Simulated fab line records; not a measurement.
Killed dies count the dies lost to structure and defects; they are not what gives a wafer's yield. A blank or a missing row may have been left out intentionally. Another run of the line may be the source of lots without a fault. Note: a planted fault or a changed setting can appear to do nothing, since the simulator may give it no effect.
2 desks, one fault + flow rit-cmos + each desk has only its own numbers; what lay behind them comes last

== THE TOOL OWNER'S DESK: furnace-03 ==
The tool's own readings at RIT_FOX2_OXIDATION_00 (target thk 350.7 nm, ox time 1130 s): means of the sampled wafers that have a number, for each lot that ran on this tool. Marked OUT: a lot whose mean sits more than 4 standard deviations from the usual mean, which makes it out of limits; the brackets give that distance.
Columns: A = spike-tc-centre-C at RIT_FOX2_OXIDATION_00, usual 1102.8 C
| lot  | first seen here | A      |
|------|-----------------|--------|
| L893 | day 1 22:36     | 1103.0 |
| L897 | day 2 19:17     | 1102.6 |
| L901 | day 3 19:37     | 1102.2 |
| L902 | day 4 01:24     | 1102.6 |
| L904 | day 4 06:52     | 1102.2 |
| L906 | day 4 19:37     | 1102.3 |
Result from this desk: across the 6 lots, nothing is out of limits.

== METROLOGY DESK ==
Lot by lot, what the gauges showed, no matter which tool ran the lot: averages of those sampled wafers that carry a number. Marked OUT: a lot whose mean sits more than 4 standard deviations from the usual mean, which makes it out of limits; the brackets give that distance.
Columns: A = FOX2_OXIDE_THK at RIT_FOX2_THK_MEAS_01, usual 352 nm; B = FIELD_OXIDE_LEFT_1_THK at RIT_FOX2_THK_MEAS_90, usual 325 nm; C = NWELL_OVL at RIT_NWELL_OVL_MEAS_06, usual 0.0 nm; D = FIELD_OXIDE_LEFT_2_THK at RIT_FOX2_THK_MEAS_91, usual 257 nm; E = NSD_RS at RIT_SDANNEAL_RS_MEAS_05, usual 84.50 ohm/sq
| lot  | first seen here | A             | B             | C    | D             | E     |
|------|-----------------|---------------|---------------|------|---------------|-------|
| L892 | day 1 20:16     | 345           | 318           | 1.7  | 249           | 84.50 |
| L893 | day 1 23:55     | 353           | 326           | -1.4 | 258           | 84.25 |
| L894 | day 2 07:08     | 354           | 327           | 0.6  | 259           | 85.01 |
| L895 | day 2 11:11     | 350           | 323           | -0.5 | 254           | 84.69 |
| L896 | day 2 15:56     | 353           | 326           | -0.3 | 258           | 84.78 |
| L897 | day 2 20:36     | 356           | 329           | 0.5  | 260           | 84.06 |
| L898 | day 3 00:58     | 347           | 320           | 1.1  | 251           | 84.51 |
| L899 | day 3 11:55     | 348           | 321           | 2.1  | 252           | 84.37 |
| L901 | day 3 20:55     | 349           | 321           | -0.5 | 253           | 84.57 |
| L902 | day 4 02:44     | 355           | 328           | -0.8 | 259           | 84.31 |
| L904 | day 4 08:10     | 273 (-12) OUT | 246 (-12) OUT | -0.2 | 179 (-12) OUT | 84.04 |
| L906 | day 4 20:56     | 272 (-12) OUT | 245 (-12) OUT | -0.8 | 178 (-12) OUT | 84.42 |
| L914 | day 6 10:46     | 340           | 313           | -1.6 | 245           | 84.55 |
| L915 | day 6 14:18     | 341           | 313           | -1.0 | 245           | 84.54 |
This desk's result: L904, L906 out of limits, first on L904 (FOX2_OXIDE_THK at RIT_FOX2_THK_MEAS_01), day 4 08:10. Within limits: L892, L893, L894, L895, L896, L897, L898, L899, L901, L902, L914, L915.

== TAKEN TOGETHER ==
On L904, L906, the metrology desk was in a position to raise an alarm at day 4 08:10.
The tool owner's desk saw nothing out of limits.
Tool owner's desk: L904, L906 on record, inside its limits.
The lots listed all ran RIT_FOX2_OXIDATION_00 on furnace-03.

== WHAT THE SIMULATOR PUT IN ==
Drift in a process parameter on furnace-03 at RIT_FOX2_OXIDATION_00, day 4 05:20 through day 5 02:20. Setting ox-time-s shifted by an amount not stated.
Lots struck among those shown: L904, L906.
Per desk, hours elapsed from the start of the fault to the first reading out of limits: for the metrology desk, 3.
